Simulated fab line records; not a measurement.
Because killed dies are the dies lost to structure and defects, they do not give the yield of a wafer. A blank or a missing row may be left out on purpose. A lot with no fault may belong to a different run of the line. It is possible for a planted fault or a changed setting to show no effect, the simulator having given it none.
Matching of chambers / flow berkeleyCmos170 / rieDiel-03 running UCB170_ZERO_ETCH_06: 4 sister chambers
The step etches SiO2 in CHF3/CF4/Ar, time 12 s. 14 wafers are shown with their chamber, then 7 later ones without.

## WAFERS WITH THEIR CHAMBER
wafer=L525.1; chamber=1; drypumpMotorCurrentA (A)=5.2; throttleValvePct (%)=9.29; chamberPressureMTorr (mTorr)=99.92
wafer=L525.2; chamber=0; drypumpMotorCurrentA (A)=4.7; throttleValvePct (%)=9.40; chamberPressureMTorr (mTorr)=100.03
wafer=L525.3; chamber=2; drypumpMotorCurrentA (A)=6.1; throttleValvePct (%)=9.27; chamberPressureMTorr (mTorr)=99.77
wafer=L526.4; chamber=3; drypumpMotorCurrentA (A)=6.4; throttleValvePct (%)=9.25; chamberPressureMTorr (mTorr)=100.09
wafer=L526.5; chamber=0; drypumpMotorCurrentA (A)=4.7; throttleValvePct (%)=9.42; chamberPressureMTorr (mTorr)=100.06
wafer=L526.6; chamber=1; drypumpMotorCurrentA (A)=5.1; throttleValvePct (%)=9.29; chamberPressureMTorr (mTorr)=100.01
wafer=L530.2; chamber=3; drypumpMotorCurrentA (A)=6.4; throttleValvePct (%)=9.27; chamberPressureMTorr (mTorr)=99.97
wafer=L530.4; chamber=0; drypumpMotorCurrentA (A)=4.7; throttleValvePct (%)=9.42; chamberPressureMTorr (mTorr)=100.04
wafer=L530.6; chamber=3; drypumpMotorCurrentA (A)=6.4; throttleValvePct (%)=9.27; chamberPressureMTorr (mTorr)=100.06
wafer=L538.1; chamber=1; drypumpMotorCurrentA (A)=5.2; throttleValvePct (%)=9.27; chamberPressureMTorr (mTorr)=100.02
wafer=L538.3; chamber=0; drypumpMotorCurrentA (A)=4.7; throttleValvePct (%)=9.41; chamberPressureMTorr (mTorr)=100.21
wafer=L538.6; chamber=1; drypumpMotorCurrentA (A)=5.2; throttleValvePct (%)=9.28; chamberPressureMTorr (mTorr)=99.89
wafer=L540.3; chamber=2; drypumpMotorCurrentA (A)=6.1; throttleValvePct (%)=9.29; chamberPressureMTorr (mTorr)=99.96
wafer=L540.5; chamber=1; drypumpMotorCurrentA (A)=5.2; throttleValvePct (%)=9.29; chamberPressureMTorr (mTorr)=100.05

SIGNATURES, as means of the wafers listed above
reading=drypumpMotorCurrentA; chamber 0=4.700; chamber 1=5.180; chamber 2=6.100; chamber 3=6.400; scatter within a chamber=0.0283
reading=throttleValvePct; chamber 0=9.4125; chamber 1=9.2840; chamber 2=9.2800; chamber 3=9.2633; scatter within a chamber=0.0103
reading=chamberPressureMTorr; chamber 0=100.0850; chamber 1=99.9780; chamber 2=99.8650; chamber 3=100.0400; scatter within a chamber=0.0814
Rule: for a wafer and a chamber, the distance is found by dividing, reading by reading, the gap between the wafer's reading and the chamber's mean by the reading's scatter, squaring, summing and taking the root. The wafer belongs to the nearest chamber; if the next one is less than 2 further off, it can't be placed. The scatter: the root of (the sum of the squares of (reading less its chamber's mean) over the shown wafers, divided by (wafers less chambers)).

## WAFERS WHOSE CHAMBER IS MISSING
wafer=L540.6; drypumpMotorCurrentA (A)=4.7; throttleValvePct (%)=9.41; chamberPressureMTorr (mTorr)=99.98
wafer=L542.1; drypumpMotorCurrentA (A)=5.2; throttleValvePct (%)=9.27; chamberPressureMTorr (mTorr)=100.03
wafer=L542.2; drypumpMotorCurrentA (A)=6.4; throttleValvePct (%)=9.26; chamberPressureMTorr (mTorr)=99.97
wafer=L542.6; drypumpMotorCurrentA (A)=5.2; throttleValvePct (%)=9.29; chamberPressureMTorr (mTorr)=100.00
wafer=L544.1; drypumpMotorCurrentA (A)=6.1; throttleValvePct (%)=9.28; chamberPressureMTorr (mTorr)=100.12
wafer=L544.2; drypumpMotorCurrentA (A)=4.7; throttleValvePct (%)=9.40; chamberPressureMTorr (mTorr)=99.96
wafer=L544.3; drypumpMotorCurrentA (A)=6.4; throttleValvePct (%)=9.26; chamberPressureMTorr (mTorr)=99.97

## WHICH CHAMBER EACH WENT THROUGH
wafer=L540.6; from the rows above=0; in truth=0
wafer=L542.1; from the rows above=1; in truth=1
wafer=L542.2; from the rows above=3; in truth=3
wafer=L542.6; from the rows above=1; in truth=1
wafer=L544.1; from the rows above=2; in truth=2
wafer=L544.2; from the rows above=0; in truth=0
wafer=L544.3; from the rows above=3; in truth=3
Placed correctly: 7 of 7. Left unplaced by these rows: 0. Number placed wrongly: 0.
